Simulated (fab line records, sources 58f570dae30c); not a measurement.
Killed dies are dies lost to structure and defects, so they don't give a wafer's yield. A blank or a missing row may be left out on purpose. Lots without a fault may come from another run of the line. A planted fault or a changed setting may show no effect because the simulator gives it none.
fab line records | flow berkeley_cmos170
record lots=5 wafers=15 last_day=13
route steps=331 shown GATE@129 PLDD@145 NLDD@158
lots that met no fault: from a run of the same line without faults
start_h: hours from the record's first day to the start of the lot's first wafer shown | wait_h: hours since the lot's step before | " the same as in the row above | L1.1+2: a row that stands for several wafers | - no value, or no start given | * or withheld: withheld | < > ~ a bound
route shown NAME@n: a module of which the file shows steps, and the number in the route of the first | usual: mean/standard deviation of fault-free wafers | same: alike in all rows | chamber/n: place in a boat | sites: the reading at each site | _std_site: their standard deviation | _edge_site: outer sites' mean less inner sites' | radius_mm: how far each site lies from the wafer's centre | mask NAME#n: copy n | behind: the tool/chamber that last shaped the wafer | hold: why the lot was held/for how many hours/how that ended | device: the transistor (n, p or np) that didn't switch | end of line: the same wafers' tests at the end of the route | a step without rows: its recipe alone | killed: dies lost to structure and defects at the first sort, not the wafer's yield | map: a wafer's dies, x killed, . not, _ none there
set.NAME: the setting as run; set.NAME@STEP: as run at that earlier step | model.NAME: the simulator's own value behind a step, which no gauge read
lots at some steps of the route; a table a step, a row a wafer
services: from which hour (start_h, from the record's first day; less than 0 if before it) a tool's chamber was out of use, for how many hours, and why
## steps
# step UCB170_GATE_ANNEAL_03
# recipe temp_c=900 time_s=1800 ambient=N2
# columns lot.wafer tool chamber start_h wait_h
L078.1+3+4 furnace-02 0 167.95 4.0
L080.4+5+6 furnace-01 0 185.68 7.1
L090.2+3+5 furnace-02 0 229.48 3.2
L091.2+3+4 furnace-02 0 229.48 3.1
L094.3+5+6 furnace-01 0 255.11 2.8
# step UCB170_GATE_CVD_04
# recipe material=poly-Si temp_c=610 precursor=SiH4 time_s=1440 pressure_mtorr=375 target_thk_nm=214 sih4_flow_sccm=120
# columns lot.wafer tool chamber start_h wait_h
L078.1+3+4 lpcvd-02 0 169.45 0.0
L080.4+5+6 lpcvd-02 0 187.18 0.0
L090.2+3+5 lpcvd-01 0 230.98 0.0
L091.2+3+4 lpcvd-01 0 230.98 0.0
L094.3+5+6 lpcvd-02 0 257.16 0.6
# step UCB170_GATE_THK_MEAS_05
# recipe reads=poly-Si_of_GATE_CVD_04
# usual GATE_POLY_THK=214.4/1.7
# columns lot.wafer tool chamber start_h wait_h GATE_POLY_THK[nm]
L078.1 film_metro-03 - 170.85 0.0 216.7
L078.3 " - " " 217.2
L078.4 " - " " 217.8
L080.4 film_metro-03 - 188.61 0.0 215.7
L080.5 " - " " 214.6
L080.6 " - " " 216.5
L091.2 film_metro-01 - 232.39 0.0 214.0
L091.3 " - " " 213.8
L091.4 " - " " 213.7
L090.2 film_metro-01 - 232.45 0.1 215.2
L090.3 " - " " 217.2
L090.5 " - " " 214.7
L094.3 film_metro-04 - 258.58 0.0 213.0
L094.5 " - " " 212.9
L094.6 " - " " 213.0
# step UCB170_GATE_COAT_06
# recipe resist=BARC temp_c=withheld time_s=withheld spin_rpm=3000 resist_thk_nm=withheld
# usual spin_speed_rpm=2999.9/2.2
# columns lot.wafer tool chamber start_h wait_h spin_speed_rpm
L078.1 litho_track-04 0 171.25 0.4 3000.1
L078.3 " 0 " " 3001.3
L078.4 " 0 " " 3002.8
L080.4 litho_track-02 0 188.91 0.3 3001.5
L080.5 " 0 " " 2997.7
L080.6 " 0 " " 3002.0
L091.2 litho_track-03 0 232.65 0.2 3000.5
L091.3 " 0 " " 2999.2
L091.4 " 0 " " 3002.7
L090.2 litho_track-02 0 232.75 0.3 2996.8
L090.3 " 0 " " 2999.9
L090.5 " 0 " " 3000.0
L094.3 litho_track-02 0 259.72 1.1 3000.7
L094.5 " 0 " " 2998.8
L094.6 " 0 " " 2997.9
# step UCB170_GATE_COAT_07
# recipe resist=KrF spin_rpm=1500 resist_thk_nm=900
# usual spin_speed_rpm=1500.1/1.1
# columns lot.wafer tool chamber start_h wait_h spin_speed_rpm
L078.1 litho_track-04 0 - - 1502.6
L078.3 " 0 " " 1500.0
L078.4 " 0 " " 1499.6
L080.4 litho_track-02 0 - - 1498.9
L080.5 " 0 " " 1499.7
L080.6 " 0 " " 1500.5
L091.2 litho_track-03 0 - - 1500.8
L091.3 " 0 " " 1502.2
L091.4 " 0 " " 1501.3
L090.2 litho_track-02 0 - - 1499.5
L090.3 " 0 " " 1502.1
L090.5 " 0 " " 1501.3
L094.3 litho_track-02 0 - - 1499.5
L094.5 " 0 " " 1502.2
L094.6 " 0 " " 1499.1
# step UCB170_GATE_SOFTBAKE_08
# recipe resist=KrF temp_c=130 time_s=60
# columns lot.wafer tool chamber start_h wait_h
L078.1+3+4 litho_track-04 0 - -
L080.4+5+6 litho_track-02 0 - -
L091.2+3+4 litho_track-03 0 - -
L090.2+3+5 litho_track-02 0 - -
L094.3+5+6 litho_track-02 0 - -
# step UCB170_GATE_EXPOSE_09
# recipe mask_id=POLY target_cd_nm=350 na=0.5 sigma_outer=0.6 source_shape=conventional dose_mj=21
# columns lot.wafer tool chamber start_h wait_h mask
L078.1+3+4 krf_scanner-01 0 171.84 - POLY#0
L080.4+5+6 krf_scanner-02 0 189.63 - POLY#0
L091.2+3+4 krf_scanner-01 0 233.28 - POLY#0
L090.2+3+5 krf_scanner-02 0 233.52 - POLY#0
L094.3+5+6 krf_scanner-02 0 260.28 - POLY#0
# step UCB170_GATE_PEB_10
# recipe peb_temp_c=130 peb_time_s=withheld resist=KrF
# columns lot.wafer tool chamber start_h wait_h
L078.1+3+4 litho_track-04 0 171.97 0.1
L080.4+5+6 litho_track-02 0 189.77 0.1
L091.2+3+4 litho_track-04 0 233.40 0.1
L090.2+3+5 litho_track-02 0 233.64 0.1
L094.3+5+6 litho_track-02 0 261.17 0.9
# step UCB170_GATE_DEVELOP_11
# recipe developer=TMAH develop_time_s=45 resist=KrF dev_temp_c=21
# usual developer_temp_C=21.00/0.093
# columns lot.wafer tool chamber start_h wait_h developer_temp_C
L078.1 litho_track-04 0 - - 21.12
L078.3 " 0 " " 21.01
L078.4 " 0 " " 21.04
L080.4 litho_track-02 0 - - 20.93
L080.5 " 0 " " 21.18
L080.6 " 0 " " 20.88
L091.2 litho_track-04 0 - - 20.99
L091.3 " 0 " " 21.11
L091.4 " 0 " " 21.06
L090.2 litho_track-02 0 - - 21.08
L090.3 " 0 " " 21.24
L090.5 " 0 " " 21.12
L094.3 litho_track-02 0 - - 20.96
L094.5 " 0 " " 20.81
L094.6 " 0 " " 20.98
# step UCB170_GATE_CD_MEAS_12
# recipe target_cd_nm=350
# usual cd_nm=350.1/1.3
# columns lot.wafer tool chamber start_h wait_h cd_nm
L078.1 cd_sem-02 - 172.25 - 349.9
L078.3 " - " " 351.2
L078.4 " - " " 351.7
L080.4 cd_sem-01 - 190.03 - 349.4
L080.5 " - " " 348.8
L080.6 " - " " 348.5
L091.2 cd_sem-02 - 233.67 - 349.5
L091.3 " - " " 349.2
L091.4 " - " " 348.9
L090.2 cd_sem-02 - 233.91 - 348.9
L090.3 " - " " 349.9
L090.5 " - " " 349.4
L094.3 cd_sem-01 - 261.43 - 348.3
L094.5 " - " " 348.5
L094.6 " - " " 347.6
# step UCB170_GATE_OVL_MEAS_13
# usual GATE_OVL=-4/5.9
# columns lot.wafer tool chamber start_h wait_h GATE_OVL[nm]
L078.1 overlay-02 - 172.37 0.1 0
L078.3 " - " " 9
L078.4 " - " " -2
L080.4 overlay-02 - 190.10 0.1 -5
L080.5 " - " " -3
L080.6 " - " " -8
L091.2 overlay-01 - 233.78 0.1 4
L091.3 " - " " 5
L091.4 " - " " 3
L090.2 overlay-02 - 234.02 0.1 -4
L090.3 " - " " -3
L090.5 " - " " -15
L094.3 overlay-01 - 261.53 0.1 -6
L094.5 " - " " -2
L094.6 " - " " -7
# step UCB170_GATE_ETCH_14
# recipe chemistry=N2/H2 target_depth_a=withheld overetch_a=withheld target=BARC time_s=withheld source_w=500 bias_w=100 pressure_mtorr=30 n2_flow_sccm=100 h2_flow_sccm=200
# usual drypump_motor_current_A=5.9/0.52 oes_product_au=1.004/0.018 throttle_valve_pct=13.35/0.15
# columns lot.wafer tool chamber start_h wait_h drypump_motor_current_A oes_product_au throttle_valve_pct
L078.1 rie_diel-02 3 172.40 0.0 5.3 1.000 13.33
L078.3 " 1 " " 6.0 0.966 13.37
L078.4 " 2 " " 6.2 1.012 13.39
L080.4 rie_diel-03 1 190.12 0.0 5.3 1.015 13.38
L080.5 " 1 " " 5.3 1.013 13.39
L080.6 " 2 " " 4.8 1.006 13.59
L091.2 rie_diel-03 3 233.81 0.0 5.8 0.997 13.42
L091.3 " 0 " " 6.7 1.012 13.41
L091.4 " 2 " " 4.8 1.009 13.60
L090.2 rie_diel-02 1 234.05 0.0 6.1 0.970 13.38
L090.3 " 2 " " 6.3 1.007 13.39
L090.5 " 0 " " 5.5 1.006 13.22
L094.3 rie_diel-04 0 261.55 0.0 6.4 0.976 13.29
L094.5 " 0 " " 6.4 0.967 13.28
L094.6 " 3 " " 5.7 1.022 13.39
# step UCB170_GATE_ETCH_15
# recipe chemistry=HBr/Cl2 target=poly-Si stop_on=SiO2 over_etch_frac=0.3 icp_w=300 bias_w=150 time_s=56.3 pressure_mtorr=15 HBr_flow_sccm=150 Cl2_flow_sccm=50 target_depth_a=2782
# usual drypump_motor_current_A=5.6/0.48 oes_product_au=0.829/0.013 throttle_valve_pct=26.3/0.31
# same over_etch_frac=0.3
# columns lot.wafer tool chamber start_h wait_h drypump_motor_current_A oes_product_au rf_hours_counter_h throttle_valve_pct
L078.1 rie_si-02 0 172.44 - 6.4 0.822 2 25.8
L078.3 " 1 " " 5.7 0.837 47 26.4
L078.4 " 1 " " 5.7 0.852 - 26.4
L080.4 rie_si-02 0 190.16 - 6.4 0.809 2 25.8
L080.5 " 0 " " 6.4 0.820 - 25.8
L080.6 " 1 " " 5.8 0.844 - 26.4
L091.2 rie_si-02 2 233.85 - 5.8 0.832 0 26.2
L091.3 " 3 " " 6.3 0.803 0 26.9
L091.4 " 1 " " 5.8 0.841 48 26.4
L090.2 rie_si-01 0 234.09 - 5.4 0.837 80 25.9
L090.3 " 3 " " 4.9 0.836 1 26.1
L090.5 " 3 " " 4.9 0.834 - 26.1
L094.3 rie_si-02 2 261.59 - 5.8 0.828 1 26.3
L094.5 " 3 " " 6.2 0.800 - 26.9
L094.6 " 2 " " 5.8 0.831 - 26.3
# step UCB170_GATE_STRIP_16
# recipe chemistry=O2 power_w=400 pressure_mtorr=3500 platen_temp_c=withheld o2_flow_sccm=400 overash_fraction=0.5
# usual drypump_motor_current_A=5.7/0.43 o2_flow_sccm=399.9/1.2 oes_product_au=0.724/0.0047
# columns lot.wafer tool chamber start_h wait_h drypump_motor_current_A o2_flow_sccm oes_product_au rf_hours_counter_h
L078.1 plasma_asher-03 0 172.49 0.0 6.1 398.9 0.724 43
L078.3 " 0 " " 6.1 399.7 0.724 -
L078.4 " 1 " " 4.9 399.5 0.727 -
L080.4 plasma_asher-04 1 190.25 0.1 5.7 398.3 0.722 -
L080.5 " 1 " " 5.7 396.8 0.725 -
L080.6 " 0 " " 5.4 401.6 0.729 -
L091.2 plasma_asher-04 1 233.90 0.0 5.7 401.0 0.732 45
L091.3 " 0 " " 5.4 401.8 0.725 -
L091.4 " 1 " " 5.7 399.1 0.722 -
L090.2 plasma_asher-03 1 234.14 0.0 4.9 399.6 0.720 49
L090.3 " 1 " " 4.9 401.5 0.728 -
L090.5 " 1 " " 4.9 399.2 0.721 -
L094.3 plasma_asher-04 0 261.67 0.1 5.4 400.2 0.725 -
L094.5 " 1 " " 5.6 400.3 0.724 -
L094.6 " 0 " " 5.4 401.5 0.716 -
# step UCB170_GATE_CD_MEAS_90
# recipe target_cd_nm=350
# usual cd_nm=350.2/1.3
# columns lot.wafer tool chamber start_h wait_h cd_nm
L078.1 cd_sem-02 - 172.59 0.1 350.8
L078.3 " - " " 351.6
L078.4 " - " " 352.0
L080.4 cd_sem-02 - 190.37 0.1 349.0
L080.5 " - " " 348.5
L080.6 " - " " 348.2
L091.2 cd_sem-02 - 234.03 0.1 349.6
L091.3 " - " " 349.9
L091.4 " - " " 349.5
L090.2 cd_sem-02 - 234.26 0.1 348.7
L090.3 " - " " 349.4
L090.5 " - " " 349.1
L094.3 cd_sem-02 - 261.78 0.1 348.5
L094.5 " - " " 348.9
L094.6 " - " " 348.1
# step UCB170_GATE_CLEAN_17
# recipe chemistry=SPM temp_c=120 time_s=600
# columns lot.wafer tool chamber start_h wait_h
L078.1+3+4 wet_bench-02 0 173.26 0.6
L080.4+5+6 wet_bench-03 3 190.43 0.0
L091.2+3+4 wet_bench-02 0 234.13 0.1
L090.2+3+5 wet_bench-02 1 234.36 0.1
L094.3+5+6 wet_bench-03 0 261.89 0.1
# step UCB170_PLDD_HMDS_00
# recipe prime_time_s=60 prime_temp_c=100
# same prime_time_s=60
# columns lot.wafer tool chamber start_h wait_h
L078.1+3+4 litho_track-04 0 173.64 0.2
L080.4+5+6 litho_track-02 0 190.98 0.4
L091.2+3+4 litho_track-01 0 234.33 0.0
L090.2+3+5 litho_track-04 0 234.57 0.0
L094.3+5+6 litho_track-02 0 263.24 1.2
# step UCB170_PLDD_COAT_01
# recipe resist=KrF spin_rpm=1500 resist_thk_nm=900
# usual spin_speed_rpm=1499.9/1
# columns lot.wafer tool chamber start_h wait_h spin_speed_rpm
L078.1 litho_track-04 0 173.79 0.1 1501.5
L078.3 " 0 " " 1499.5
L078.4 " 0 " " 1499.8
L080.4 litho_track-02 0 191.13 0.1 1500.8
L080.5 " 0 " " 1500.0
L080.6 " 0 " " 1499.9
L091.2 litho_track-01 0 234.48 0.1 1499.7
L091.3 " 0 " " 1500.2
L091.4 " 0 " " 1499.5
L090.2 litho_track-04 0 234.72 0.1 1499.5
L090.3 " 0 " " 1499.4
L090.5 " 0 " " 1500.1
L094.3 litho_track-02 0 263.39 0.1 1500.5
L094.5 " 0 " " 1498.8
L094.6 " 0 " " 1500.4
# step UCB170_PLDD_SOFTBAKE_02
# recipe resist=KrF temp_c=130 time_s=60
# columns lot.wafer tool chamber start_h wait_h
L078.1+3+4 litho_track-04 0 173.94 0.1
L080.4+5+6 litho_track-02 0 191.28 0.1
L091.2+3+4 litho_track-01 0 234.63 0.1
L090.2+3+5 litho_track-04 0 234.87 0.1
L094.3+5+6 litho_track-02 0 263.54 0.1
# step UCB170_PLDD_EXPOSE_03
# recipe mask_id=PSELECT na=0.5 sigma_outer=0.6 source_shape=conventional target_cd_nm=1200 dose_mj=30
# columns lot.wafer tool chamber start_h wait_h mask
L078.1+3+4 krf_scanner-02 0 174.38 0.4 PSELECT#0
L080.4+5+6 krf_scanner-01 0 192.60 1.3 PSELECT#0
L091.2+3+4 krf_scanner-02 0 234.90 0.2 PSELECT#0
L090.2+3+5 krf_scanner-01 0 235.22 0.3 PSELECT#0
L094.3+5+6 krf_scanner-02 0 263.68 0.1 PSELECT#0
# step UCB170_PLDD_PEB_04
# recipe peb_temp_c=130 peb_time_s=withheld resist=KrF
# columns lot.wafer tool chamber start_h wait_h
L078.1+3+4 litho_track-01 0 174.81 0.4
L080.4+5+6 litho_track-04 0 192.73 0.1
L091.2+3+4 litho_track-02 0 235.43 0.5
L090.2+3+5 litho_track-01 0 235.51 0.3
L094.3+5+6 litho_track-04 0 264.59 0.9
# step UCB170_PLDD_DEVELOP_05
# recipe developer=TMAH develop_time_s=45 resist=KrF dev_temp_c=21
# usual developer_temp_C=20.99/0.097
# columns lot.wafer tool chamber start_h wait_h developer_temp_C
L078.1 litho_track-01 0 - - 20.91
L078.3 " 0 " " 21.01
L078.4 " 0 " " 21.06
L080.4 litho_track-04 0 - - 20.95
L080.5 " 0 " " 20.91
L080.6 " 0 " " 20.94
L091.2 litho_track-02 0 - - 21.10
L091.3 " 0 " " 21.00
L091.4 " 0 " " 21.09
L090.2 litho_track-01 0 - - 20.94
L090.3 " 0 " " 21.03
L090.5 " 0 " " 20.76
L094.3 litho_track-04 0 - - 21.13
L094.5 " 0 " " 21.01
L094.6 " 0 " " 20.94
# step UCB170_PLDD_CD_MEAS_06
# recipe target_cd_nm=1200
# usual cd_nm=1199.6/1.3
# columns lot.wafer tool chamber start_h wait_h cd_nm
L078.1 cd_sem-01 - 175.09 - 1199.1
L078.3 " - " " 1197.7
L078.4 " - " " 1199.8
L080.4 cd_sem-01 - 192.99 - 1199.2
L080.5 " - " " 1197.9
L080.6 " - " " 1200.0
L091.2 cd_sem-02 - 235.70 - 1200.8
L091.3 " - " " 1199.5
L091.4 " - " " 1199.9
L090.2 cd_sem-01 - 235.78 - 1201.4
L090.3 " - " " 1202.1
L090.5 " - " " 1201.9
L094.3 cd_sem-02 - 264.86 - 1198.2
L094.5 " - " " 1199.6
L094.6 " - " " 1200.3
# step UCB170_PLDD_OVL_MEAS_07
# usual PLDD_OVL=1/6.4
# columns lot.wafer tool chamber start_h wait_h PLDD_OVL[nm]
L078.1 overlay-02 - 175.21 0.1 -4
L078.3 " - " " 0
L078.4 " - " " 3
L080.4 overlay-01 - 193.07 0.1 -1
L080.5 " - " " -3
L080.6 " - " " 4
L091.2 overlay-01 - 235.81 0.1 -6
L091.3 " - " " 8
L091.4 " - " " -8
L090.2 overlay-02 - 235.89 0.1 8
L090.3 " - " " 10
L090.5 " - " " 17
L094.3 overlay-01 - 264.95 0.1 -7
L094.5 " - " " -10
L094.6 " - " " 3
# step UCB170_PLDD_IMPLANT_08
# recipe species=BF2 dose_cm2=5e+13 energy_kev=10 tilt_deg=7 rotation_deg=0
# usual tilt_deg=6.995/0.017
# columns lot.wafer tool chamber start_h wait_h tilt_deg
L078.1 implanter-04 0 175.24 0.0 6.983
L078.3 " 0 " " 6.988
L078.4 " 0 " " 7.005
L080.4 implanter-02 0 193.16 0.1 6.991
L080.5 " 0 " " 6.990
L080.6 " 0 " " 7.013
L091.2 implanter-03 0 235.86 0.0 7.034
L091.3 " 0 " " 6.999
L091.4 " 0 " " 7.002
L090.2 implanter-02 0 235.94 0.0 7.021
L090.3 " 0 " " 6.995
L090.5 " 0 " " 7.000
L094.3 implanter-03 0 265.02 0.1 7.006
L094.5 " 0 " " 6.983
L094.6 " 0 " " 6.991
# step UCB170_PLDD_IMPLANT_09
# recipe species=BF2 dose_cm2=5e+13 energy_kev=10 tilt_deg=7 rotation_deg=180
# usual tilt_deg=7.004/0.017
# columns lot.wafer tool chamber start_h wait_h tilt_deg
L078.1 implanter-04 0 175.39 0.1 7.007
L078.3 " 0 " " 6.994
L078.4 " 0 " " 6.992
L080.4 implanter-02 0 193.31 0.1 7.005
L080.5 " 0 " " 6.991
L080.6 " 0 " " 7.013
L091.2 implanter-03 0 236.01 0.1 7.007
L091.3 " 0 " " 7.008
L091.4 " 0 " " 6.998
L090.2 implanter-02 0 236.09 0.1 7.023
L090.3 " 0 " " 6.999
L090.5 " 0 " " 7.026
L094.3 implanter-03 0 265.17 0.1 6.967
L094.5 " 0 " " 6.974
L094.6 " 0 " " 7.016
# step UCB170_PLDD_STRIP_10
# recipe chemistry=O2 power_w=400 pressure_mtorr=3500 platen_temp_c=withheld o2_flow_sccm=400 overash_fraction=0.5
# usual drypump_motor_current_A=5.5/0.47 o2_flow_sccm=400.0/1.1 oes_product_au=0.735/0.0046 strip_time_to_endpoint_s=21.63/0.071
# columns lot.wafer tool chamber start_h wait_h drypump_motor_current_A o2_flow_sccm oes_product_au rf_hours_counter_h strip_time_to_endpoint_s
L078.1 plasma_asher-02 0 175.54 0.1 5.0 400.4 0.741 6 21.53
L078.3 " 1 " " 5.8 398.6 0.730 - 21.54
L078.4 " 0 " " 5.0 399.9 0.730 - 21.52
L080.4 plasma_asher-03 0 193.42 0.1 6.1 399.0 0.742 - 21.59
L080.5 " 0 " " 6.1 400.8 0.735 - 21.66
L080.6 " 1 " " 4.9 399.7 0.734 - 21.61
L091.2 plasma_asher-04 0 236.14 0.1 5.4 400.9 0.730 46 21.63
L091.3 " 1 " " 5.7 401.6 0.739 - 21.65
L091.4 " 0 " " 5.4 399.1 0.732 - 21.68
L090.2 plasma_asher-03 1 236.22 0.1 4.9 399.7 0.728 49 21.53
L090.3 " 0 " " 6.1 401.0 0.734 - 21.47
L090.5 " 0 " " 6.1 398.4 0.742 - 21.49
L094.3 plasma_asher-02 0 265.31 0.1 5.0 398.3 0.738 - 21.61
L094.5 " 1 " " 5.8 400.2 0.735 - 21.60
L094.6 " 0 " " 5.0 399.5 0.722 - 21.53
# step UCB170_PLDD_TW_MEAS_11
# usual PLDD_TW=1006/7.2
# columns lot.wafer tool chamber start_h wait_h PLDD_TW
L078.1 film_metro-02 - 175.64 0.1 998
L078.3 " - " " 995
L078.4 " - " " 1004
L080.4 film_metro-02 - 193.52 0.1 1002
L080.5 " - " " 1005
L080.6 " - " " 1006
L091.2 film_metro-04 - 236.25 0.1 1001
L091.3 " - " " 998
L091.4 " - " " 999
L090.2 film_metro-01 - 236.33 0.1 1013
L090.3 " - " " 1010
L090.5 " - " " 1012
L094.3 film_metro-04 - 265.39 0.1 1003
L094.5 " - " " 1007
L094.6 " - " " 1010
# step UCB170_PLDD_CLEAN_12
# recipe chemistry=SPM temp_c=120 time_s=600
# columns lot.wafer tool chamber start_h wait_h
L078.1+3+4 wet_bench-02 3 175.70 0.1
L080.4+5+6 wet_bench-02 3 193.55 0.0
L091.2+3+4 wet_bench-04 2 236.30 0.0
L090.2+3+5 wet_bench-02 0 236.38 0.0
L094.3+5+6 wet_bench-04 1 265.43 0.0
# step UCB170_NLDD_HMDS_00
# recipe prime_time_s=60 prime_temp_c=100
# same prime_time_s=60
# columns lot.wafer tool chamber start_h wait_h
L078.1+3+4 litho_track-03 0 175.88 0.0
L080.4+5+6 litho_track-01 0 193.80 0.1
L091.2+3+4 litho_track-01 0 236.51 0.0
L090.2+3+5 litho_track-01 0 236.96 0.4
L094.3+5+6 litho_track-02 0 265.87 0.2
# step UCB170_NLDD_COAT_01
# recipe resist=KrF spin_rpm=1500 resist_thk_nm=900
# usual spin_speed_rpm=1500.0/0.92
# columns lot.wafer tool chamber start_h wait_h spin_speed_rpm
L078.1 litho_track-03 0 176.03 0.1 1500.7
L078.3 " 0 " " 1499.7
L078.4 " 0 " " 1499.4
L080.4 litho_track-01 0 193.95 0.1 1499.6
L080.5 " 0 " " 1500.4
L080.6 " 0 " " 1499.7
L091.2 litho_track-01 0 236.66 0.1 1500.0
L091.3 " 0 " " 1499.3
L091.4 " 0 " " 1499.7
L090.2 litho_track-01 0 237.11 0.1 1501.5
L090.3 " 0 " " 1499.3
L090.5 " 0 " " 1500.9
L094.3 litho_track-02 0 266.02 0.1 1499.8
L094.5 " 0 " " 1500.9
L094.6 " 0 " " 1499.6
# step UCB170_NLDD_SOFTBAKE_02
# recipe resist=KrF temp_c=130 time_s=60
# columns lot.wafer tool chamber start_h wait_h
L078.1+3+4 litho_track-03 0 176.18 0.1
L080.4+5+6 litho_track-01 0 194.10 0.1
L091.2+3+4 litho_track-01 0 236.81 0.1
L090.2+3+5 litho_track-01 0 237.26 0.1
L094.3+5+6 litho_track-02 0 266.17 0.1
# step UCB170_NLDD_EXPOSE_03
# recipe mask_id=NSELECT na=0.5 sigma_outer=0.6 source_shape=conventional target_cd_nm=1200 dose_mj=30
# columns lot.wafer tool chamber start_h wait_h mask
L078.1+3+4 krf_scanner-01 0 176.54 0.3 NSELECT#0
L080.4+5+6 krf_scanner-02 0 194.23 0.1 NSELECT#0
L091.2+3+4 krf_scanner-02 0 237.12 0.3 NSELECT#0
L090.2+3+5 krf_scanner-01 0 237.53 0.2 NSELECT#0
L094.3+5+6 krf_scanner-01 0 266.31 0.1 NSELECT#0
# step UCB170_NLDD_PEB_04
# recipe peb_temp_c=130 peb_time_s=withheld resist=KrF
# columns lot.wafer tool chamber start_h wait_h
L078.1+3+4 litho_track-02 0 176.95 0.4
L080.4+5+6 litho_track-02 0 194.36 0.1
L091.2+3+4 litho_track-03 0 237.74 0.6
L090.2+3+5 litho_track-02 0 238.06 0.5
L094.3+5+6 litho_track-02 0 266.59 0.3
# step UCB170_NLDD_DEVELOP_05
# recipe developer=TMAH develop_time_s=45 resist=KrF dev_temp_c=21
# usual developer_temp_C=20.98/0.11
# columns lot.wafer tool chamber start_h wait_h developer_temp_C
L078.1 litho_track-02 0 - - 20.93
L078.3 " 0 " " 20.97
L078.4 " 0 " " 21.03
L080.4 litho_track-02 0 - - 21.05
L080.5 " 0 " " 21.12
L080.6 " 0 " " 21.15
L091.2 litho_track-03 0 - - 20.90
L091.3 " 0 " " 20.93
L091.4 " 0 " " 20.81
L090.2 litho_track-02 0 - - 20.82
L090.3 " 0 " " 20.85
L090.5 " 0 " " 20.78
L094.3 litho_track-02 0 - - 21.12
L094.5 " 0 " " 21.05
L094.6 " 0 " " 21.07
# step UCB170_NLDD_CD_MEAS_06
# recipe target_cd_nm=1200
# usual cd_nm=1199.9/1.5
# columns lot.wafer tool chamber start_h wait_h cd_nm
L078.1 cd_sem-01 - 177.23 - 1200.1
L078.3 " - " " 1200.2
L078.4 " - " " 1200.4
L080.4 cd_sem-01 - 194.62 - 1199.8
L080.5 " - " " 1199.5
L080.6 " - " " 1200.7
L091.2 cd_sem-01 - 238.03 - 1199.0
L091.3 " - " " 1198.5
L091.4 " - " " 1199.6
L090.2 cd_sem-01 - 238.39 - 1196.9
L090.3 " - " " 1196.3
L090.5 " - " " 1197.6
L094.3 cd_sem-01 - 266.86 - 1198.6
L094.5 " - " " 1197.7
L094.6 " - " " 1199.1
# step UCB170_NLDD_OVL_MEAS_07
# usual NLDD_OVL=-1/5.4
# columns lot.wafer tool chamber start_h wait_h NLDD_OVL[nm]
L078.1 overlay-01 - 177.35 0.1 6
L078.3 " - " " -1
L078.4 " - " " 1
L080.4 overlay-01 - 194.70 0.1 -12
L080.5 " - " " -5
L080.6 " - " " -6
L091.2 overlay-01 - 238.14 0.1 0
L091.3 " - " " -5
L091.4 " - " " -14
L090.2 overlay-02 - 238.49 0.1 -1
L090.3 " - " " 7
L090.5 " - " " 1
L094.3 overlay-01 - 266.95 0.1 -2
L094.5 " - " " -6
L094.6 " - " " -8
# step UCB170_NLDD_IMPLANT_08
# recipe species=As dose_cm2=5e+13 energy_kev=30 tilt_deg=7 rotation_deg=0
# usual tilt_deg=7.000/0.02
# columns lot.wafer tool chamber start_h wait_h tilt_deg
L078.1 implanter-03 0 177.38 0.0 7.016
L078.3 " 0 " " 6.978
L078.4 " 0 " " 6.994
L080.4 implanter-01 0 194.79 0.1 6.986
L080.5 " 0 " " 6.980
L080.6 " 0 " " 7.017
L091.2 implanter-04 0 238.19 0.0 6.992
L091.3 " 0 " " 6.988
L091.4 " 0 " " 7.001
L090.2 implanter-01 0 238.55 0.0 7.012
L090.3 " 0 " " 7.002
L090.5 " 0 " " 6.997
L094.3 implanter-03 0 267.02 0.1 6.985
L094.5 " 0 " " 6.983
L094.6 " 0 " " 7.003
# step UCB170_NLDD_IMPLANT_09
# recipe species=As dose_cm2=5e+13 energy_kev=30 tilt_deg=7 rotation_deg=180
# usual tilt_deg=7.005/0.02
# columns lot.wafer tool chamber start_h wait_h tilt_deg
L078.1 implanter-03 0 177.53 0.1 7.019
L078.3 " 0 " " 6.989
L078.4 " 0 " " 7.004
L080.4 implanter-01 0 194.94 0.1 7.003
L080.5 " 0 " " 6.976
L080.6 " 0 " " 6.945
L091.2 implanter-04 0 238.34 0.1 7.015
L091.3 " 0 " " 7.005
L091.4 " 0 " " 7.026
L090.2 implanter-01 0 238.70 0.1 6.985
L090.3 " 0 " " 7.002
L090.5 " 0 " " 7.018
L094.3 implanter-03 0 267.17 0.1 6.995
L094.5 " 0 " " 6.986
L094.6 " 0 " " 6.973
# step UCB170_NLDD_STRIP_10
# recipe chemistry=O2 power_w=400 pressure_mtorr=3500 platen_temp_c=withheld o2_flow_sccm=400 overash_fraction=0.5
# usual drypump_motor_current_A=5.7/0.36 o2_flow_sccm=399.8/1.2 oes_product_au=0.735/0.0044 strip_time_to_endpoint_s=21.65/0.059
# columns lot.wafer tool chamber start_h wait_h drypump_motor_current_A o2_flow_sccm oes_product_au rf_hours_counter_h strip_time_to_endpoint_s
L078.1 plasma_asher-01 0 177.68 0.1 6.1 399.0 0.732 43 21.57
L078.3 " 1 " " 6.0 401.1 0.738 - 21.64
L078.4 " 0 " " 6.1 399.3 0.739 - 21.58
L080.4 plasma_asher-04 0 195.05 0.1 5.4 399.7 0.737 - 21.60
L080.5 " 1 " " 5.7 401.9 0.724 - 21.71
L080.6 " 0 " " 5.4 397.5 0.736 - 21.66
L091.2 plasma_asher-02 0 238.47 0.1 5.0 398.0 0.724 12 21.70
L091.3 " 0 " " 5.0 401.6 0.729 - 21.72
L091.4 " 1 " " 5.9 398.2 0.739 - 21.65
L090.2 plasma_asher-04 1 238.82 0.1 5.7 399.2 0.736 46 21.68
L090.3 " 1 " " 5.7 398.9 0.737 - 21.64
L090.5 " 0 " " 5.4 399.2 0.742 - 21.72
L094.3 plasma_asher-04 1 267.31 0.1 5.6 400.8 0.736 - 21.58
L094.5 " 1 " " 5.6 398.3 0.734 - 21.58
L094.6 " 0 " " 5.4 398.9 0.739 - 21.59
## services
# columns tool chamber start_h hours kind
rie_diel-02 1 144.67 2.2 repair
implanter-03 - 145.16 2.8 pm
furnace-01 - 153.47 2.2 pm
implanter-03 - 157.49 3.1 repair
krf_scanner-01 - 160.36 0.8 pm
implanter-02 - 160.60 1.2 repair
krf_scanner-02 - 178.07 1.3 pm
krf_scanner-01 - 179.37 3.6 pm
implanter-01 - 184.59 3.9 pm
krf_scanner-02 - 188.21 1.0 pm
krf_scanner-01 - 191.54 1.0 pm
implanter-03 - 201.09 1.6 repair
krf_scanner-02 - 208.74 2.0 repair
lpcvd-02 - 218.32 6.0 pm
wet_bench-02 - 219.32 0.7 repair
plasma_asher-03 - 227.82 2.5 repair
krf_scanner-02 - 227.82 3.6 pm
implanter-01 - 228.60 3.3 repair
plasma_asher-02 - 228.72 2.8 pm
plasma_asher-04 - 240.19 13.7 repair
implanter-01 - 243.24 2.1 repair
implanter-02 - 259.97 2.2 repair
furnace-02 - 265.73 5.3 pm
rie_si-02 - 267.25 28.1 pm
## key
fault none
